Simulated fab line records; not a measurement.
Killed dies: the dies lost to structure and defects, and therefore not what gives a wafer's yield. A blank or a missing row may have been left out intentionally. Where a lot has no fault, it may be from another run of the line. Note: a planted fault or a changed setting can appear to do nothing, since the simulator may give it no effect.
Problem report in the 8D (eight disciplines) form, filled by code	flow rit_cmos	the parts of the form that need people (team, actions taken, sign-off) are left out

== 1. PROBLEM STATEMENT ==
At RIT_M1_PROBE_99, killed_dies averages 264.0 over 6 wafers from 2 lots, while fault-free wafers read 7.0, standard deviation 2.9. That is +89 standard deviations from the usual mean.
First seen on wafer L629.1, day 6 08:55, on prober-02. The record has a number at this step for 42 wafers belonging to 14 lots. Rule for "out", or "out of limits": more than 4 standard deviations from the usual mean. The other wafers with a number count as sound.

== 2. WHAT IT IS AND WHAT IT IS NOT ==
question	is	is not
which readings at this step	killed_dies, defect_limited_yield, killed_on_rim	killed_at_front_end, killed_short
which lots	L629, L630	L616, L617, L618, L620, L621, L622, L623, L625, L626, L631, L638, L639
which wafers of those lots	all that have a number	-
read on which tools	prober-01, prober-02	-
when	from day 6 08:55	up to then (27 sound wafers); but 9 sound wafers of L631, L638, L639 came after

== 3. THE SUSPECTS, EACH WITH WHAT RULES IT OUT ==
Counting: a tool at a process step up to the reading stays a suspect if it ran every lot that is out and no sound lot after the first of them.
- rtp_anneal-02 at RIT_SILICIDE_RTA_04 (time 10 s, ramp up 5 s, ramp down 5 s): ruled out as a lasting fault. The sound lots L631, L639, L638 went through it after L629, its earliest lot that is out (day 6 02:28).
- litho_track-02 at RIT_M1_COAT_04 (resist thk 1300 nm): ruled out as a lasting fault. The sound lots L631 went through it after L629, its earliest lot that is out (day 6 05:31).
Left after counting: nothing in the record.

== 4. THE CAUSE (what the simulator had put in) ==
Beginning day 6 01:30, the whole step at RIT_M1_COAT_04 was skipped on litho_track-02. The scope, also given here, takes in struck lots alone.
Counting ruled it out, wrongly: the rule takes a fault to strike every lot that its tool runs from its start on, and this one did not.

== 5. THE CHAIN OF EFFECTS, in route order ==
Each row: a reading whose mean over the struck wafers that have a number lies more than 3 standard deviations from the usual. Scope: only readings with a usual standard deviation given in the record; hours: median across lots of the time from each lot's start at the first step in this table that gives one to its start at this step; sigmas: change in usual standard deviations.
hours	step	reading	usual	on struck wafers	change	sigmas
0	RIT_M1_PROBE_99	defect_limited_yield	97.3 %	0.0	-97.3	-88
0	RIT_M1_PROBE_99	killed_dies	7.0	264.0	+257.0	+89
0	RIT_M1_PROBE_99	killed_on_rim	1.8	70.0	+68.2	+49
Its process steps:
- RIT_M1_PROBE_99
Readings that are blank on the struck wafers while sound wafers have them: chill_plate_temp_C at RIT_M1_COAT_04; dispense_pressure_kPa at RIT_M1_COAT_04; spin_speed_rpm at RIT_M1_COAT_04; cd_nm at RIT_M1_CD_MEAS_09.

== 6. WHAT WOULD HAVE CAUGHT IT SOONER ==
In this record no reading fell out of limits until day 6 08:55, 7 hours after the fault had begun at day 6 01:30.
Between RIT_M1_COAT_04 and RIT_M1_PROBE_99, RIT_M1_CD_MEAS_09 gave no cd_nm on the struck wafers, where sound wafers have one: a measuring or inspecting step that comes back empty is itself a sign.
At RIT_M1_COAT_04 the tool's readings are blank on the struck wafers, where sound wafers have them: an empty tool record is the first sign, and it was there at once.
